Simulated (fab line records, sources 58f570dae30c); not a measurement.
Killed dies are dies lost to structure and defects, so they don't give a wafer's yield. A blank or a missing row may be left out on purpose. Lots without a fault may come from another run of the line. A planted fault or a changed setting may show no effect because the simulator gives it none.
Problem report in the 8D (eight disciplines) form, filled by code | flow berkeley_cmos170 | the parts of the form that need people (team, actions taken, sign-off) are left out

1. THE PROBLEM
chamber_pressure_mTorr at UCB170_M3_METAL_ETCH_18 reads a mean of 17.993 mTorr on 6 wafers of 2 lots; wafers without a fault read 12.001 mTorr with a standard deviation of 0.011. That is +99 or more standard deviations from the usual mean.
The step: etches Al in Cl2/BCl3, stops on SiO2, target depth 1170 nm, time 195 s.
First seen on wafer L893.3, day 11 19:44, on rie_metal-04. The record holds 42 wafers of 14 lots with a number at this step. Rule for "out", or "out of limits": more than 4 standard deviations from the usual mean. The other wafers with a number count as sound.

2. WHAT IT IS AND WHAT IT IS NOT
question                    | is                     | is not
which readings at this step | chamber_pressure_mTorr | drypump_motor_current_A, oes_product_au, throttle_valve_pct
which lots                  | L892, L893             | L877, L878, L879, L881, L883, L884, L885, L886, L887, L889, L890, L898
which wafers of those lots  | all that have a number | -
read on which tools         | rie_metal-04           | rie_metal-01, rie_metal-03
when                        | from day 11 19:44      | up to then (33 sound wafers); but 3 sound wafers of L898 came after

3. SUSPECTS, AND WHAT RULES EACH OUT
Counting: a tool at a process step up to the reading stays a suspect if it ran every lot that is out and no sound lot after the first of them.
- plasma_asher-03 at UCB170_M2_STRIP_19 (strips in O2): kept. It ran every lot that is out, first L893 (day 11 10:22), and no sound lot after that; its last sound lot up to then is L890 (day 11 09:57).
- rie_metal-04 at UCB170_M3_METAL_ETCH_18 (etches Al in Cl2/BCl3, stops on SiO2, target depth 1170 nm, time 195 s): kept. It ran every lot that is out, first L893 (day 11 19:44), and no sound lot after that; its last sound lot up to then is L886 (day 10 04:41). Its own readings are out on those wafers: chamber_pressure_mTorr.
Left after counting: plasma_asher-03 at UCB170_M2_STRIP_19, rie_metal-04 at UCB170_M3_METAL_ETCH_18.

4. THE CAUSE (what the simulator had put in)
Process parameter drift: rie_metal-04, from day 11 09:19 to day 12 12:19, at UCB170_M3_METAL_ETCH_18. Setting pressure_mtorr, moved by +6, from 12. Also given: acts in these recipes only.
Counting left 2 suspects, and this tool is among them.

5. THE CHAIN OF EFFECTS, in route order
Each row: a reading whose mean over the struck wafers that have a number lies more than 3 standard deviations from the usual. Only readings for which the record gives a usual standard deviation are gone through. hours: the time from each lot's start at the first step in this table that gives one to its start at this step, as a median over the lots. sigmas: the change in usual standard deviations.
hours | step                    | reading                | usual        | on struck wafers | change | sigmas
0     | UCB170_M3_METAL_ETCH_18 | chamber_pressure_mTorr | 12.001 mTorr | 17.993           | +5.992 | +99 or more
The process steps in it:
- UCB170_M3_METAL_ETCH_18: etches Al in Cl2/BCl3, stops on SiO2, target depth 1170 nm, time 195 s.

6. WHAT WOULD HAVE CAUGHT IT SOONER
In this record the first reading out of limits was taken at day 11 19:44, 10 hours after the fault began at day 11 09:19.
